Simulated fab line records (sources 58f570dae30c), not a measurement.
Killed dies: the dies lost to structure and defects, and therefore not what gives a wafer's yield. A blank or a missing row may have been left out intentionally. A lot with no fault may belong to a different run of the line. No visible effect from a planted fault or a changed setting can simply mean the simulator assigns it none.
One fault through the eyes of 2 desks	flow berkeley cmos170	each desk has only its own numbers; what lay behind them comes last

METROLOGY DESK
Means of the sampled wafers that have a number, per lot and without regard to the tool the lot ran on: this is what the gauges read. The brackets show how far a lot's mean lies from the usual mean; more than 4 standard deviations puts the lot out of limits, marked OUT.
Columns: A = cd nm at UCB170_M2_CD_MEAS_90, usual 698 nm; B = V2_POLISHED_THK at UCB170_V2_THK_MEAS_04, usual 999.8 nm
lot	first seen here	A	B
L640	day 8 08:55	699	1000.1
L641	day 8 23:55	699	999.3
L642	day 9 00:24	707	1001.5
L645	day 9 10:52	702	999.3
L646	day 10 00:19	693	999.2
L647	day 10 00:28	696	999.8
L651	day 10 11:29	694	999.1
L656	day 11 21:19	701	1000.3
L655	day 11 22:18	694	1000.2
L657	day 12 13:11	700	1000.0
L659	day 12 20:59	699	1001.1
L660	day 13 06:58	702	1000.4
L663	day 13 21:24	695	1001.5
L661	day 13 22:48	698	998.1
L662	day 14 00:26	703	1000.2
Result from this desk: across the 15 lots, nothing is out of limits.

DESK OF THE TOOL OWNER: plasma asher-03
The tool's own readings at UCB170_PLDD_STRIP_10 (strips in O2): means of the sampled wafers that have a number, for each lot that ran on this tool. The brackets show how far a lot's mean lies from the usual mean; more than 4 standard deviations puts the lot out of limits, marked OUT.
Columns: A = drypump motor current A at UCB170_PLDD_STRIP_10, usual 5.6 A; B = oes product au at UCB170_PLDD_STRIP_10, usual 0.735 a.u.; C = strip time to endpoint s at UCB170_PLDD_STRIP_10, usual 21.61 s
lot	first seen here	A	B	C
L640	day 7 02:03	6.0	0.736	21.70
L642	day 7 16:45	6.1	0.732	21.56
L645	day 8 04:19	6.0	0.733	21.58
L647	day 8 18:05	5.9	0.735	21.59
L646	day 8 18:31	6.0	0.737	21.62
L651	day 9 06:35	6.0	0.735	21.59
Result from this desk: across the 6 lots, nothing is out of limits.

TAKEN TOGETHER
Nothing out of limits was seen by the metrology desk.
The tool owner's desk saw nothing out of limits.

WHAT WAS PUT IN BY THE SIMULATOR
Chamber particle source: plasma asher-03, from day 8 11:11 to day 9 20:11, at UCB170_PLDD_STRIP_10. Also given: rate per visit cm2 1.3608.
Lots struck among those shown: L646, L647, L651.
